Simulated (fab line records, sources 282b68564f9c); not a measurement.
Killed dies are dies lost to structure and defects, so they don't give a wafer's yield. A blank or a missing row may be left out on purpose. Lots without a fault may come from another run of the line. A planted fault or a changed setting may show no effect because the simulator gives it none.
A struck lot beside a sound one | flow rit_cmos | 17 steps out of a route of 202
Sound: wafers L389.2, L389.5, L389.6. Struck: wafer L393.1. (L393.3 of the same lot was not struck and is left out.) The cause comes at the end.
At each step with rows: each side's tool, then ch and its chambers, then its first start. Under that, the readings that differ: sound wafers | struck wafers | difference of the means | sigmas: that difference in standard deviations of wafers without a fault.
alike: readings whose means differ by less than 2 such deviations, and words and numbers that are the same on both sides. not compared: withheld readings, readings that some wafer has no value for, bounds like >300 that may hide the same value, and numbers for which the record gives no deviation and whose values overlap.
The two part at a step that has a row with sigmas, a row that says differs or no value, or rows on one side only. Numbers that don't overlap but have no deviation are shown without sigmas and don't part them. A reading that every wafer of one side lacks parts them only if that side has two wafers or more.

first, 1 step without rows for these wafers: RIT_PSD_IMPLANT_08.
RIT_PSD_STRIP_09: strips in O2, time 180 s.
  sound on plasma_asher-03 ch 0,1, day 3 15:41; struck on plasma_asher-04 ch 1, day 4 12:50
  alike: chamber_pressure_mTorr, drypump_motor_current_A
  not compared: rf_hours_counter_h
RIT_PSD_TW_MEAS_10:
  sound on film_metro-04, day 3 15:52; struck on film_metro-01, day 4 13:01
  alike: PSD_TW
then, 3 steps without rows for these wafers: RIT_SDANNEAL_CLEAN_00 (cleans in SC1, time 600 s); RIT_SDANNEAL_CLEAN_01 (cleans in dHF, time 30 s); RIT_SDANNEAL_CLEAN_02 (cleans in SC2, time 600 s).
RIT_SDANNEAL_RTA_03: time 5 s.
  sound on rtp_anneal-01 ch 0, day 3 16:18; struck on rtp_anneal-01 ch 0, day 4 13:26
  alike: ramp_up_c_per_s, wafer_temp_C_max
RIT_SDANNEAL_RS_MEAS_04: measures by four-point-probe.
  sound on film_metro-02, day 3 16:22; struck on film_metro-02, day 4 13:30
  reading         | sound             | struck | difference | sigmas
  PSD_RS (ohm/sq) | 116.8 116.4 116.6 | 115.6  | -1.0       | -3
RIT_SDANNEAL_RS_MEAS_05: measures by four-point-probe.
  sound on film_metro-02, day 3 16:29; struck on film_metro-02, day 4 13:37
  alike: NSD_RS
RIT_SDANNEAL_RS_MEAS_06: measures by four-point-probe.
  sound on film_metro-02, day 3 16:37; struck on film_metro-02, day 4 13:44
  alike: PLDD_RS
RIT_SDANNEAL_RS_MEAS_07: measures by four-point-probe.
  sound on film_metro-02, day 3 16:44; struck on film_metro-02, day 4 13:52
  alike: NLDD_RS
then, 1 step without rows for these wafers: RIT_SILICIDE_WET_ETCH_00 (etches SiO2 in BOE, target depth 14 nm, time 15 s).
RIT_SILICIDE_SPUTTER_01: material Ti, target thk 30 nm, time 240 s.
  sound on pvd_sputter-03, day 3 16:50; struck on pvd_sputter-02, day 4 14:01
  reading                                     | sound                | struck | difference | sigmas
  cathode_dc_power_W (W)                      | 349.99 350.10 350.10 | 327.49 | -22.57     | -99 or more
  model.Ti_of_SILICIDE_SPUTTER_01.thk_nm (nm) | 29.37 29.49 30.03    | 27.85  | -1.78      |
  alike: throttle_valve_pct
RIT_SILICIDE_RS_MEAS_02: measures by four-point-probe.
  sound on film_metro-02, day 3 17:01; struck on film_metro-04, day 4 14:26
  reading                 | sound          | struck | difference | sigmas
  SILICIDE_TI_RS (ohm/sq) | 49.2 49.0 47.8 | 53.1   | +4.4       | +8
  not compared: hold
RIT_SILICIDE_THK_MEAS_03: measures by xrf.
  sound on film_metro-02, day 3 17:07; struck on film_metro-04, day 4 19:25
  reading              | sound          | struck | difference | sigmas
  SILICIDE_TI_THK (nm) | 29.8 29.8 30.3 | 28.0   | -2.0       | -6
  not compared: hold
RIT_SILICIDE_RTA_04: time 10 s, ramp up 5 s, ramp down 5 s.
  sound on rtp_anneal-02 ch 0, day 3 17:11; struck on rtp_anneal-02 ch 0, day 4 22:05
  reading          | sound             | struck                   | difference                   | sigmas
  hold             | - - -             | await_dispo/2.6h/release | no value on the sound wafers |
  wafer_temp_C_max | 654.0 655.9 654.2 | 652.7                    | -2.0                         | -3
RIT_M1_PROBE_99:
  the record has rows for the struck wafers here (prober-01, day 5 08:08) and none for the sound ones

WHERE THEY PART
First at RIT_SDANNEAL_RS_MEAS_04; last, within this record, at RIT_M1_PROBE_99.

WHY: what the simulator had put in
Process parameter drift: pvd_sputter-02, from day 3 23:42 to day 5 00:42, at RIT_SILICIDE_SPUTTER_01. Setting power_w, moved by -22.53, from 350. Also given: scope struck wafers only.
